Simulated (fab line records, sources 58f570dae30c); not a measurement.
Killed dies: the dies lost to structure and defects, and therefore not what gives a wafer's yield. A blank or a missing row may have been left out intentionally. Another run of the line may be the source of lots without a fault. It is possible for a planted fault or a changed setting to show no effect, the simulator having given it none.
fab line records | flow berkeley-cmos170
record: lots: 14 | wafers: 42 | last-day: 12
route steps=331 shown CONTACT@217
lots untouched by any fault: they come from a run of this same line in which no faults occurred
start-h: hours from the record's opening day to when the first of the lot's shown wafers began | wait-h: hours since the lot's step before | " as in the row above | L1.1+2: several wafers, shown together as one row | - either no value or no given start | * or withheld: withheld | < > ~ a bound
route shown NAME@n: NAME is a module with steps in the file, n the number in the route of the first one | usual: mean/standard deviation of fault-free wafers | same: alike in all rows | chamber/n: place in a boat | sites: readings site by site | _std_site: the standard deviation of these | _edge_site: mean of outer sites minus mean of inner sites | radius-mm: how far each site lies from the wafer's centre | mask NAME#n: copy n | behind: the most recent tool/chamber to have shaped the wafer | hold: reason for holding the lot/hours on hold/outcome of the hold | device: transistor that didn't switch, given as n, p or np | end of line: the route-end tests of the same wafers | for a step that has no rows: nothing shown but its recipe | killed: count of dies lost to structure and defects at first sort (not the wafer's yield) | map: a wafer's dies, marking killed ones x, the rest . and places with no die _
set.NAME: the setting that was run; set.NAME@STEP: the one run at that earlier step | model.NAME: the simulator's own value behind a step, which no gauge read
the route's steps for a sample of lots (tables are steps, rows are wafers)
services: the hour from which a tool's chamber was out of use, counted from the record's first day as start-h (under 0 if before that day), plus the number of hours and why
== steps ==
step: UCB170_CONTACT_CVD_01
recipe: material: PSG | target-thk-nm: 700 | temp-c: 450 | precursor: SiH4/O2/PH3 | time-s: 2820 | pressure-mtorr: 300 | sih4-flow-sccm: 60 | o2-flow-sccm: 90 | ph3-flow-sccm: 25
usual: ph3-flow-sccm: 24.99/0.084 | pressure-mtorr: 300.0/0.65 | spike-tc-load-C: 470/3.5
lot.wafer | tool     | chamber | start-h | wait-h | ph3-flow-sccm | pressure-mtorr | spike-tc-load-C
L288.1    | lpcvd-02 | 1       | 132.30  | 1.0    | 25.05         | 299.2          | 475
L288.2    | "        | 1       | "       | "      | 25.06         | 299.6          | 475
L288.5    | "        | 1       | "       | "      | 25.09         | 299.8          | 473
L289.2    | lpcvd-01 | 1       | 136.71  | 0.0    | 24.92         | 300.5          | 472
L289.5    | "        | 1       | "       | "      | 25.11         | 300.0          | 469
L289.6    | "        | 1       | "       | "      | 24.93         | 300.7          | 469
L290.1    | lpcvd-01 | 1       | 149.44  | 0.2    | 24.80         | 300.0          | 470
L290.2    | "        | 1       | "       | "      | 24.97         | 299.1          | 469
L290.3    | "        | 1       | "       | "      | 24.95         | 300.3          | 469
L291.1    | lpcvd-01 | 0       | 149.44  | 0.3    | 25.08         | 299.8          | 469
L291.4    | "        | 0       | "       | "      | 24.93         | 299.3          | 468
L291.5    | "        | 0       | "       | "      | 24.86         | 299.8          | 464
L292.1    | lpcvd-02 | 1       | 150.13  | 0.3    | 24.99         | 300.2          | 474
L292.5    | "        | 1       | "       | "      | 24.86         | 300.4          | 475
L292.6    | "        | 1       | "       | "      | 24.95         | 299.5          | 476
L293.1    | lpcvd-02 | 1       | 158.30  | 0.0    | 20.00         | 300.8          | 474
L293.3    | "        | 1       | "       | "      | 19.93         | 300.6          | 475
L293.4    | "        | 1       | "       | "      | 19.95         | 300.8          | 477
L294.1    | lpcvd-01 | 0       | 158.77  | 0.1    | 24.96         | 299.1          | 466
L294.4    | "        | 0       | "       | "      | 25.00         | 299.2          | 469
L294.6    | "        | 0       | "       | "      | 25.01         | 299.9          | 468
L295.1    | lpcvd-02 | 1       | 160.09  | 1.2    | 20.00         | 298.6          | 474
L295.2    | "        | 1       | "       | "      | 19.99         | 299.7          | 475
L295.5    | "        | 1       | "       | "      | 19.91         | 300.1          | 474
L297.1    | lpcvd-01 | 1       | 175.94  | 0.0    | 25.09         | 300.5          | 469
L297.3    | "        | 1       | "       | "      | 25.09         | 300.1          | 469
L297.4    | "        | 1       | "       | "      | 25.05         | 301.4          | 472
L304.2    | lpcvd-01 | 0       | 225.35  | 0.0    | 25.04         | 301.6          | 468
L304.3    | "        | 0       | "       | "      | 25.09         | 300.6          | 465
L304.6    | "        | 0       | "       | "      | 25.10         | 300.7          | 469
L307.3    | lpcvd-01 | 0       | 229.80  | 0.0    | 25.03         | 300.8          | 467
L307.4    | "        | 0       | "       | "      | 25.08         | 300.6          | 467
L307.5    | "        | 0       | "       | "      | 25.12         | 299.6          | 467
L309.2    | lpcvd-02 | 0       | 239.52  | 0.0    | 25.13         | 299.4          | 467
L309.4    | "        | 0       | "       | "      | 25.03         | 300.6          | 467
L309.6    | "        | 0       | "       | "      | 24.98         | 300.7          | 469
L310.1    | lpcvd-02 | 1       | 250.46  | 0.0    | 24.94         | 299.3          | 478
L310.3    | "        | 1       | "       | "      | 25.07         | 299.4          | 475
L310.4    | "        | 1       | "       | "      | 24.99         | 300.0          | 473
L311.1    | lpcvd-01 | 0       | 263.98  | 0.6    | 25.21         | 300.4          | 465
L311.2    | "        | 0       | "       | "      | 25.08         | 300.5          | 467
L311.4    | "        | 0       | "       | "      | 25.07         | 300.6          | 467
step: UCB170_CONTACT_THK_MEAS_02
recipe: reads: PSG_of_CONTACT_CVD_01
usual: CONTACT_PSG_THK: 698/6.5
lot.wafer | tool          | chamber | start-h | wait-h | CONTACT_PSG_THK[nm]
L288.1    | film-metro-04 | -       | 134.09  | 0.0    | 698
L288.2    | "             | -       | "       | "      | 698
L288.5    | "             | -       | "       | "      | 703
L289.2    | film-metro-02 | -       | 138.51  | 0.0    | 694
L289.5    | "             | -       | "       | "      | 696
L289.6    | "             | -       | "       | "      | 704
L290.1    | film-metro-01 | -       | 151.23  | 0.0    | 699
L290.2    | "             | -       | "       | "      | 700
L290.3    | "             | -       | "       | "      | 698
L291.1    | film-metro-04 | -       | 151.23  | 0.0    | 701
L291.4    | "             | -       | "       | "      | 707
L291.5    | "             | -       | "       | "      | 708
L292.1    | film-metro-01 | -       | 151.91  | 0.0    | 695
L292.5    | "             | -       | "       | "      | 693
L292.6    | "             | -       | "       | "      | 691
L293.1    | film-metro-02 | -       | 160.10  | 0.0    | 670
L293.3    | "             | -       | "       | "      | 671
L293.4    | "             | -       | "       | "      | 676
L294.1    | film-metro-01 | -       | 160.55  | 0.0    | 692
L294.4    | "             | -       | "       | "      | 689
L294.6    | "             | -       | "       | "      | 691
L295.1    | film-metro-04 | -       | 161.87  | 0.0    | 685
L295.2    | "             | -       | "       | "      | 685
L295.5    | "             | -       | "       | "      | 689
L297.1    | film-metro-02 | -       | 177.73  | 0.0    | 703
L297.3    | "             | -       | "       | "      | 698
L297.4    | "             | -       | "       | "      | 704
L304.2    | film-metro-02 | -       | 227.15  | 0.0    | 711
L304.3    | "             | -       | "       | "      | 710
L304.6    | "             | -       | "       | "      | 706
L307.3    | film-metro-02 | -       | 231.60  | 0.0    | 691
L307.4    | "             | -       | "       | "      | 687
L307.5    | "             | -       | "       | "      | 687
L309.2    | film-metro-02 | -       | 241.32  | 0.0    | 697
L309.4    | "             | -       | "       | "      | 697
L309.6    | "             | -       | "       | "      | 699
L310.1    | film-metro-02 | -       | 252.25  | 0.0    | 700
L310.3    | "             | -       | "       | "      | 697
L310.4    | "             | -       | "       | "      | 693
L311.1    | film-metro-02 | -       | 265.76  | 0.0    | 707
L311.2    | "             | -       | "       | "      | 705
L311.4    | "             | -       | "       | "      | 705
== services ==
tool     | chamber | start-h | hours | kind
lpcvd-01 | -       | 154.15  | 0.6   | repair
lpcvd-02 | -       | 257.24  | 11.1  | repair
== key ==
first-sign: step: UCB170_CONTACT_CVD_01 | reading: ph3-flow-sccm | direction: down | sigmas: 60 | usual: 24.99 | struck: 19.96
effect: step: UCB170_CONTACT_THK_MEAS_02 | reading: CONTACT_PSG_THK | direction: down | sigmas: 2.9 | usual: 698 | struck: 679
met-at UCB170_CONTACT_CVD_01
struck-lots L293,L295
tester-left-out L293,L295
fault: kind: process-parameter-drift | tool: lpcvd-02 | chamber: - | onset-h: 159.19 | steps: UCB170_CONTACT_CVD_01 | channel: ph3-flow-sccm | offset: -5 | shape: step | end-h: 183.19 | stated: 25
tester-left-out: of these lots the tester's yield and bins aren't shown, on N5 and GAA mostly nor the transistor test; their killed dies are dies lost to structure and defects alone, not to doping, threshold or leakage, so they don't give the yield
